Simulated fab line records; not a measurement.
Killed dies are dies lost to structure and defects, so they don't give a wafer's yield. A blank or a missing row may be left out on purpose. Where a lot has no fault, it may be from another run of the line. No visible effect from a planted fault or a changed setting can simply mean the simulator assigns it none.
Commonality check across tools	flow ritCmos	14 lots and 42 wafers in the sample

== THE REASON FOR OPENING IT ==
2 of 14 lots carry a flag on the reading NLDD_RS at RIT_SDANNEAL_RS_MEAS_07. No-fault wafers: 151.6 ohm/sq, standard deviation 0.6.
Rule: a lot is flagged when every wafer of it that has a number lies more than 4 standard deviations from that mean, or none has a number. All remaining lots are regarded as sound.

lot	measured	on	NLDD_RS (ohm/sq), wafer by wafer	flag
L477	day 3 07:01	filmMetro-01	150.8 151.2 150.5	
L479	day 3 17:17	filmMetro-04	152.0 152.2 152.3	
L481	day 4 02:43	filmMetro-04	151.6 151.1 151.2	
L482	day 4 07:14	filmMetro-01	151.3 151.0 152.0	
L484	day 4 13:41	filmMetro-04	151.8 151.1 151.8	
L485	day 4 22:48	filmMetro-03	150.9 151.0 151.1	
L486	day 5 00:43	filmMetro-04	152.0 152.2 152.3	
L487	day 5 08:15	filmMetro-04	151.4 151.4 151.9	
L488	day 5 10:01	filmMetro-01	151.5 151.8 151.9	
L489	day 5 19:19	filmMetro-01	151.7 151.9 151.7	
L493	day 6 15:05	filmMetro-03	151.2 151.8 151.3	
L494	day 6 15:58	filmMetro-04	151.6 151.9 151.8	
L497	day 7 11:11	filmMetro-01	158.2 157.8 157.2	FLAGGED
L500	day 7 22:25	filmMetro-04	156.6 156.8 157.1	FLAGGED
Average over the flagged lots: 157.3 ohm/sq; offset from the usual +5.7 ohm/sq, equal to +9 standard deviations.

== LOT BY LOT: THE TOOL USED ==
The record keeps 1 process step preceding the reading, out of 202 steps on the route. Read each cell as the tool, then ch plus the chambers that the sampled wafers visited, then the start.
lot	flag	RIT_NLDD_IMPLANT_08
L477		implanter-02 ch 0, day 2 22:44
L479		implanter-01 ch 0, day 3 08:07
L481		implanter-04 ch 0, day 3 18:32
L482		implanter-02 ch 0, day 3 22:50
L484		implanter-01 ch 0, day 4 05:30
L485		implanter-01 ch 0, day 4 13:43
L486		implanter-01 ch 0, day 4 16:24
L487		implanter-04 ch 0, day 4 23:49
L488		implanter-01 ch 0, day 5 01:31
L489		implanter-04 ch 0, day 5 11:14
L493		implanter-02 ch 0, day 6 05:53
L494		implanter-04 ch 0, day 6 07:38
L497	FLAGGED	implanter-04 ch 0, day 7 02:46
L500	FLAGGED	implanter-04 ch 0, day 7 14:11
What these steps do:
- RIT_NLDD_IMPLANT_08
- RIT_SDANNEAL_RS_MEAS_07: measures by four-point-probe.

== FLAGGED OVER TOTAL, TOOL BY TOOL (the gauges that took the reading come last) ==
step	tool	lots run	flagged	share of the flagged lots	sound lots run after its first flagged lot
RIT_NLDD_IMPLANT_08	implanter-01	5	0	none	-
RIT_NLDD_IMPLANT_08	implanter-02	3	0	none	-
RIT_NLDD_IMPLANT_08	implanter-04	6	2	all	0
RIT_SDANNEAL_RS_MEAS_07	filmMetro-01	5	1	some	0
RIT_SDANNEAL_RS_MEAS_07	filmMetro-03	2	0	none	-
RIT_SDANNEAL_RS_MEAS_07	filmMetro-04	7	1	some	0

== WHAT THE TABLE PERMITS ==
All flagged lots share 1 row of the table, namely implanter-04 at RIT_NLDD_IMPLANT_08.
- implanter-04 at RIT_NLDD_IMPLANT_08: 2 of its 6 lots flagged. Its last sound lot is L494 (day 6 07:38), its first flagged lot L497 (day 7 02:46): a fault that began between those two fits.
What remains is a single tool, implanter-04 at RIT_NLDD_IMPLANT_08.

== WHAT THE SIMULATOR PUT IN ==
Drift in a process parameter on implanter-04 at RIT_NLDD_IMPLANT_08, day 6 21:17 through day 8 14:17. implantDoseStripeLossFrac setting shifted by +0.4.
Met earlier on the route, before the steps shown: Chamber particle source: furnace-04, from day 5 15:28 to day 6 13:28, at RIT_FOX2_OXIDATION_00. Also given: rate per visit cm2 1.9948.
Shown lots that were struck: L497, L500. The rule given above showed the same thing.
